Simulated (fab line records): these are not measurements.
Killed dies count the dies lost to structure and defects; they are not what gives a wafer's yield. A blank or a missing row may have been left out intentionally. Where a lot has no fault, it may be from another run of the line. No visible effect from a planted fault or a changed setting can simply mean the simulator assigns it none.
Code-filled problem report in 8D (eight disciplines) form ; flow rit cmos ; the parts of the form that need people (team, actions taken, sign-off) are left out

## 1. PROBLEM STATEMENT
Wafers free of any fault read 2508 (standard deviation 13) for NLDD_TW at RIT_NLDD_TW_MEAS_10, against a mean of 2677 on 9 wafers of 3 lots. That puts it +13 standard deviations away from the usual mean.
First observed at day 6 02:39: wafer L133.2, on film metro-03. Wafers with a number at this step in the record: 45, from 15 lots. The rule behind "out" and "out of limits": a value lying over 4 standard deviations away from the usual mean. Any other wafer with a number is counted as sound.

## 2. WHAT IT IS, AND WHAT IT ISN'T
question;is;is not
which readings at this step;NLDD_TW;-
which lots;L133, L136, L139;L118, L120, L123, L124, L125, L126, L127, L128, L130, L134, L135, L140
which wafers of those lots;all that have a number;-
read on which gauges;film metro-01, film metro-03;film metro-02
when;from day 6 02:39;"up to then (27 sound wafers); but 9 sound wafers of L134, L135, L140 came after"

## 3. THE SUSPECTS, EACH WITH WHAT RULES IT OUT
Counting: a tool stays on the suspect list if, at a process step up to the reading, it processed all lots that are out and no sound lot following the first of them.
- the gauge at RIT_NLDD_TW_MEAS_10: ruled out. The wafers that are out were read on 2 gauges (film metro-01, film metro-03).
- plasma asher-03 at RIT_PWELL_STRIP_09 (strips in O2, time 180 s): kept. It processed each lot that is out, first L133 at day 5 07:41, and no sound lot thereafter; up to then, the last sound lot it processed was L130 at day 4 15:42.
- implanter-03 at RIT_NLDD_IMPLANT_08: kept. It processed each lot that is out, first L133 at day 6 02:20, and no sound lot thereafter; up to then, the last sound lot it processed was L128 at day 5 01:20. On those wafers its own readings are out: dose ions cm2, faraday current uA.
Left after counting: plasma asher-03 at RIT_PWELL_STRIP_09, implanter-03 at RIT_NLDD_IMPLANT_08.

## 4. THE CAUSE (what the simulator had put in)
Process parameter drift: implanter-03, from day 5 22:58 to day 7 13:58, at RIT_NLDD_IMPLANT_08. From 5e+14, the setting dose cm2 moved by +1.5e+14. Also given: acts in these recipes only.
Counting leaves 2 suspects; this tool is one of them.

## 5. THE CHAIN OF EFFECTS, in route order
One row per reading whose mean, taken over the struck wafers that have a number, lies over 3 standard deviations from the usual. Only readings for which the record gives a usual standard deviation are gone through. hours: the time from each lot's start at the first step in this table that gives one to its start at this step, as a median over the lots. sigmas: the change in usual standard deviations.
hours;step;reading;usual;on struck wafers;change;sigmas
0;RIT_NLDD_IMPLANT_08;dose ions cm2;4.999e+14;6.501e+14;+1.502e+14;+99 or more
0;RIT_NLDD_IMPLANT_08;faraday current uA;1574;2039;+465;+16
0;RIT_NLDD_TW_MEAS_10;NLDD_TW;2508;2677;+169;+13
8;RIT_SDANNEAL_RS_MEAS_07;NLDD_RS;151.8 ohm/sq;122.6;-29.2;-62
It contains these process steps:
- RIT_NLDD_IMPLANT_08

## 6. HOW IT WOULD HAVE BEEN CAUGHT EARLIER
4 hours passed between the start of the fault at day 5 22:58 and the first reading out of limits at a measuring or inspecting step in this record, taken at day 6 02:39.
At RIT_NLDD_IMPLANT_08, the tool's own readings (dose ions cm2, faraday current uA) were out on each struck wafer the step has a row for, so an alarm limit on them would have fired on the first such wafer.
Lots out: 3; of these, L136, L139 started RIT_NLDD_IMPLANT_08 on implanter-03 after day 6 02:39. A hold on the tool at that time would have spared those 2.
